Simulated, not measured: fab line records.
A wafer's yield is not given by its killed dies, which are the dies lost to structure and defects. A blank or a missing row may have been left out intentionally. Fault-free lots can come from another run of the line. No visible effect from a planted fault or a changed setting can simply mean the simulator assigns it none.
Comparing a struck lot with a sound one ; flow rit_cmos ; 19 out of 202 route steps
Sound: wafers L370.2, L370.3, L370.5. Struck: wafers L376.1, L376.3, L376.5. Last of all comes the cause.
At each step with rows: each side's tool, then ch and its chambers, then its first start. Under that, the readings that differ: sound wafers ; struck wafers ; difference of the means ; sigmas: that difference in standard deviations of wafers without a fault.
alike: readings with means less than 2 such deviations apart, plus words and numbers identical on both sides. not compared: withheld readings, readings lacking a value on some wafer, bounds such as >300 that could conceal the same value, and numbers that have no deviation in the record and whose values overlap.
The two part at a step that has a row with sigmas, a row that says differs or no value, or rows on one side only. When numbers do not overlap yet have no deviation, they are printed without sigmas and do not part them. Lack of a reading on every wafer of one side parts them only where that side has two or more wafers.

first, 4 steps without rows for these wafers: RIT_PSD_SOFTBAKE_02 (time 60 s); RIT_PSD_EXPOSE_03 (exposes mask M10, target cd 40900 nm); RIT_PSD_PEB_04; RIT_PSD_DEVELOP_05 (develop time 50 s).
RIT_PSD_OVL_MEAS_06:
  sound on overlay-02 at day 3 10:04; struck on overlay-02 at day 4 15:58
reading;sound;struck;difference;sigmas
PSD_OVL (nm);2.2 1.4 2.9;1.2 -0.1 -1.3;-2.2;-2
then, 2 steps without rows for these wafers: RIT_PSD_HARDBAKE_07 (time 60 s); RIT_PSD_IMPLANT_08.
RIT_PSD_STRIP_09: strips in O2, time 180 s.
  sound on plasma_asher-04 ch 0, day 3 10:23; struck on plasma_asher-01 ch 0,1, day 4 16:18
  alike: drypump_motor_current_A
  not compared: rf_hours_counter_h
RIT_PSD_TW_MEAS_10:
  sound on film_metro-04 at day 3 10:34; struck on film_metro-02 at day 4 16:28
  alike: PSD_TW
then, 3 steps without rows for these wafers: RIT_SDANNEAL_CLEAN_00 (cleans in SC1, time 600 s); RIT_SDANNEAL_CLEAN_01 (cleans in dHF, time 30 s); RIT_SDANNEAL_CLEAN_02 (cleans in SC2, time 600 s).
RIT_SDANNEAL_RTA_03: time 5 s.
  sound on rtp_anneal-02 ch 0, day 3 11:00; struck on rtp_anneal-02 ch 0, day 4 16:55
  alike: chamber_o2_ppm, wafer_temp_C_max
RIT_SDANNEAL_RS_MEAS_04: a four-point-probe measurement.
  sound on film_metro-04 at day 3 11:04; struck on film_metro-03 at day 4 16:58
reading;sound;struck;difference;sigmas
PSD_RS (ohm/sq);116.7 116.3 116.2;72.6 72.5 72.6;-43.8;-99 or more
RIT_SDANNEAL_RS_MEAS_05: a four-point-probe measurement.
  sound on film_metro-04 at day 3 11:11; struck on film_metro-03 at day 4 17:05
reading;sound;struck;difference;sigmas
NSD_RS (ohm/sq);83.33 83.23 83.31;76.02 75.93 76.33;-7.20;-28
RIT_SDANNEAL_RS_MEAS_06: a four-point-probe measurement.
  sound on film_metro-04 at day 3 11:19; struck on film_metro-03 at day 4 17:13
reading;sound;struck;difference;sigmas
PLDD_RS (ohm/sq);179.9 179.8 179.4;141.3 140.9 141.1;-38.6;-84
RIT_SDANNEAL_RS_MEAS_07: a four-point-probe measurement.
  sound on film_metro-04 at day 3 11:26; struck on film_metro-03 at day 4 17:20
reading;sound;struck;difference;sigmas
NLDD_RS (ohm/sq);154.4 154.4 153.8;146.4 146.7 146.6;-7.6;-11
then, 1 step without rows for these wafers: RIT_SILICIDE_WET_ETCH_00 (etches SiO2 in BOE, target depth 14 nm, time 15 s).
RIT_M1_PROBE_99:
  sound on prober-01 at day 3 18:35; struck on prober-01 at day 5 00:20
  alike: killed_at_contacts, killed_at_front_end, killed_dies, killed_open, killed_short

== WHERE THEY PART ==
Last at RIT_SDANNEAL_RS_MEAS_07 as far as this record goes, first at RIT_PSD_OVL_MEAS_06. Later steps at which nothing parts them and some readings are alike: RIT_M1_PROBE_99.

WHY: whatever the simulator had introduced
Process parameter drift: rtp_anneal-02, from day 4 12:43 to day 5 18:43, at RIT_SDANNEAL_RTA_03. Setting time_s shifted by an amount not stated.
